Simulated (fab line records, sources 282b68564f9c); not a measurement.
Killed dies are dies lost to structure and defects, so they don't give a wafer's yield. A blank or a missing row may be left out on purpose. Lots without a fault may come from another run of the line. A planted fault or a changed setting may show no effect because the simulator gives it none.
Split-lot experiment | flow rit_cmos | 5 lots, 23 wafers read, on a route of 202 steps

THE SPLIT
At RIT_GATE_DEVELOP_15 (develop time 50 s), the setting develop_time_s was moved away from the recipe's 50 s on 7 of the 23 wafers read, by -5.2% to +12.4%. The other wafers ran this setting at the recipe's value.

FROM THE SPLIT TO THE READING: what the file shows between them, 4 steps
- RIT_GATE_HARDBAKE_18: time 60 s
- RIT_GATE_ETCH_19: etches poly-Si in SF6/CHF3/O2, stops on SiO2, time 165 s, target depth 312.5 nm
- RIT_REOX_OXIDATION_03: target thk 25.2 nm, ox time 5580 s (also split here: temp_c)
- RIT_REOX_THK_MEAS_04

THE READING
etest.nmos_turned.drive_ua_um (the simulator's own value, which no gauge read), at RIT_M1_PROBE_99. The file gives no usual value for it. The 16 wafers here that ran the recipe average 299.9, standard deviation 86.

wafer  | tool, chamber at the split | develop_time_s as run, s | against the recipe | etest.nmos_turned.drive_ua_um | against lot-mates on the recipe
L075.1 | litho_track-04, 0          | 50                       | recipe             | 303.8                         | -
L075.2 | litho_track-04, 0          | 50                       | recipe             | 311.6                         | -
L075.3 | litho_track-04, 0          | 56.21                    | +12.4%             | 338.6                         | +30.9
L075.4 | litho_track-04, 0          | 56.21                    | +12.4%             | 353.8                         | +46.1
L075.5 | litho_track-04, 0          | 56.21                    | +12.4%             | 349.2                         | +41.5
L076.1 | litho_track-03, 0          | 50                       | recipe             | 381.9                         | -
L076.2 | litho_track-03, 0          | 50                       | recipe             | 375.8                         | -
L076.3 | litho_track-03, 0          | 50                       | recipe             | 368.4                         | -
L076.5 | litho_track-03, 0          | 50                       | recipe             | 376.2                         | -
L076.6 | litho_track-03, 0          | 50                       | recipe             | 367.5                         | -
L077.1 | litho_track-01, 0          | 50                       | recipe             | 329.2                         | -
L077.2 | litho_track-01, 0          | 50                       | recipe             | 340.3                         | -
L077.5 | litho_track-01, 0          | 50                       | recipe             | 327.6                         | -
L078.1 | litho_track-01, 0          | 55.47                    | +10.9%             | 340.3                         | +30.9
L078.3 | litho_track-01, 0          | 50                       | recipe             | 305.1                         | -
L078.4 | litho_track-01, 0          | 50                       | recipe             | 308                           | -
L078.5 | litho_track-01, 0          | 50                       | recipe             | 315.1                         | -
L078.6 | litho_track-01, 0          | 55.47                    | +10.9%             | 340                           | +30.6
L082.1 | litho_track-04, 0          | 50                       | recipe             | 128.7                         | -
L082.2 | litho_track-04, 0          | 47.39                    | -5.2%              | 120.8                         | -8.4
L082.3 | litho_track-04, 0          | 50                       | recipe             | 130                           | -
L082.4 | litho_track-04, 0          | 47.39                    | -5.2%              | 131.4                         | +2.2
L082.6 | litho_track-04, 0          | 50                       | recipe             | 128.9                         | -

THE FIT
A straight line over all 23 wafers: etest.nmos_turned.drive_ua_um changes by +7.23 for each +1% of develop_time_s; r = +0.43; the points scatter about the line by 86.
The same after taking each lot's own level away (the mean of its wafers on the recipe; 23 wafers): +2.77 for each +1%; r = +0.93; scatter 6.1.
On that fit, the largest move of develop_time_s shifts the reading by 34.
The lots' own levels span 129.20 to 373.96, that is 2.8 times the standard deviation above.
So the lot-to-lot level blurs the effect unless lot-mates are compared.
Check: with one of the wafers moved furthest among these (+12.4%) left out of the fit, the line predicts +37.4 for it against its lot-mates. It came out at +30.9 against them.

OTHER SPLITS ON THESE WAFERS
These wafers also went through other splits before the reading. Each is held against what the fit with the lots' levels taken away leaves over:
other split on the same wafers   | wafers away from the commonest value | r with etest.nmos_turned.drive_ua_um (lot level and that fit taken away)
RIT_ACTIVE_CVD_03 time_s         | 15                                   | -0.28
RIT_ACTIVE_HARDBAKE_12 temp_c    | 10                                   | +0.09
RIT_FOX1_OXIDATION_00 temp_c     | 15                                   | -0.20
RIT_FOX2_OXIDATION_00 ox_time_s  | 10                                   | -0.23
RIT_NRETRO_SOFTBAKE_02 temp_c    | 7                                    | +0.13
RIT_NRETRO_IMPLANT_08 energy_kev | 7                                    | +0.04
RIT_PRETRO_COAT_01 resist_thk_nm | 7                                    | +0.01
RIT_GATE_CVD_08 time_s           | 18                                   | +0.02
RIT_REOX_OXIDATION_03 temp_c     | 15                                   | +0.29

THE WHOLE CHAIN: every reading that the file lists as answering this split, in the file's order
step            | what it does | reading                                                                        | change (the file's fit)           | r (the file's)
RIT_M1_PROBE_99 |              | etest.pmos_0p3.r_on_ohm_um (the simulator's own value, which no gauge read)    | -38.7 for each +1% of the setting | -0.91
RIT_M1_PROBE_99 |              | etest.pmos_0p15.r_on_ohm_um (the simulator's own value, which no gauge read)   | -36.8 for each +1% of the setting | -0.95
RIT_M1_PROBE_99 |              | etest.nmos_0p3.r_on_ohm_um (the simulator's own value, which no gauge read)    | -11 for each +1% of the setting   | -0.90
RIT_M1_PROBE_99 |              | etest.nmos_0p15.r_on_ohm_um (the simulator's own value, which no gauge read)   | -12 for each +1% of the setting   | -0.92
RIT_M1_PROBE_99 |              | etest.nmos_turned.drive_ua_um (the simulator's own value, which no gauge read) | +2.8 for each +1% of the setting  | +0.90

THE FILE'S OWN FIT
etest.nmos_turned.drive_ua_um changes by +2.8 for each +1% of develop_time_s, r = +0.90.
